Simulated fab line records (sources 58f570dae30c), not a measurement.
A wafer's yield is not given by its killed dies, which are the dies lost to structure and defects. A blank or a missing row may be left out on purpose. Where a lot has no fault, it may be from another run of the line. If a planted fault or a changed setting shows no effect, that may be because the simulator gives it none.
8D (eight disciplines) problem report, filled in by code | flow berkeley_cmos170 | the parts of the form that need people (team, actions taken, sign-off) are left out

1. THE ISSUE
Wafers free of any fault read 0.0484 ohm/sq (standard deviation 0.00049) for M1_AL_RS at UCB170_M1_RS_MEAS_01, against a mean of 0.0538 ohm/sq on 4 wafers of 2 lots. That puts it +11 standard deviations away from the usual mean.
The step: measures by four-point-probe.
The first sign was on wafer L668.3 at day 10 15:07, on film_metro-04. The record has a number at this step for 39 wafers belonging to 13 lots. Rule for "out" (also "out of limits"): further than 4 standard deviations from the usual mean. The rest of the wafers with a number are treated as sound.

2. WHAT IT IS; WHAT IT IS NOT
question                    | is                             | is not
which readings at this step | M1_AL_RS                       | -
which lots                  | L668, L671                     | L658, L659, L660, L661, L672, L674, L675, L676, L677, L678, L679
which wafers of those lots  | L668.3, L668.5, L671.3, L671.6 | L668.2, L671.2
read on which gauges        | film_metro-04                  | film_metro-02, film_metro-03
when                        | from day 10 15:07              | up to then (13 sound wafers); but 22 sound wafers of L671, L672, L674, L675, L676, L677, L678, L679 came after

3. WHAT RULES OUT EACH SUSPECT
Counting: any tool at a process step up to the reading remains a suspect provided it ran every lot that is out. Sound lots after the first of them don't rule it out here, since some wafers of a struck lot are sound.
- the gauge at UCB170_M1_RS_MEAS_01 has been ruled out. All the wafers that are out were read on film_metro-04, but those of them that UCB170_M1_METAL_ETCH_12 has rows for are out there too, on other tools.
- pvd_sputter-02 at UCB170_M1_SPUTTER_00 (material Al, target thk 600 nm, time 80 s): kept. It processed each lot that is out (first: L668, day 10 15:02); up to then, its last sound lot is L659 (day 9 00:18).
Left after counting: pvd_sputter-02 at UCB170_M1_SPUTTER_00.

4. THE CAUSE (what the simulator had put in)
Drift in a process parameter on pvd_sputter-02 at UCB170_M1_SPUTTER_00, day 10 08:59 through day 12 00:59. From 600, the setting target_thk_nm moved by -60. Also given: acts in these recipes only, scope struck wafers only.
The count eliminated every tool but this one.

5. THE EFFECT CHAIN, in route order
One row per reading whose mean, taken over the struck wafers that have a number, lies over 3 standard deviations from the usual. Only readings for which the record gives a usual standard deviation are gone through. hours: the time from each lot's start at the first step in this table that gives one to its start at this step, as a median over the lots. sigmas: the change in usual standard deviations.
hours | step                    | reading        | usual         | on struck wafers | change  | sigmas
0     | UCB170_M1_RS_MEAS_01    | M1_AL_RS       | 0.0484 ohm/sq | 0.0538           | +0.0054 | +11
0     | UCB170_M1_THK_MEAS_02   | M1_AL_THK      | 602 nm        | 538              | -64     | -8.1
2     | UCB170_M1_METAL_ETCH_12 | oes_product_au | 0.847 a.u.    | 0.794            | -0.053  | -5.9
Its process steps:
- UCB170_M1_METAL_ETCH_12: etches Al in Cl2/BCl3, stops on PSG, target depth 780 nm, time 130 s.
Later steps that measure or inspect, where all struck wafers having a row at the step show a number for every such reading and not one has moved that far: UCB170_V1_BOW_MEAS_03.

6. HOW IT WOULD HAVE BEEN CAUGHT EARLIER
Counted from the fault's start at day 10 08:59, it took 6 hours until the first out-of-limits reading at a measuring or inspecting step in this record, taken at day 10 15:07.
No tool reading at UCB170_M1_SPUTTER_00 that has a usual standard deviation in the record was out on any struck wafer, so an alarm limit of 4 standard deviations on those readings would not have fired.
Of the lots that are out (2), L671 began UCB170_M1_SPUTTER_00 on pvd_sputter-02 after day 10 15:07. It would have been spared by a hold on the tool at that moment.
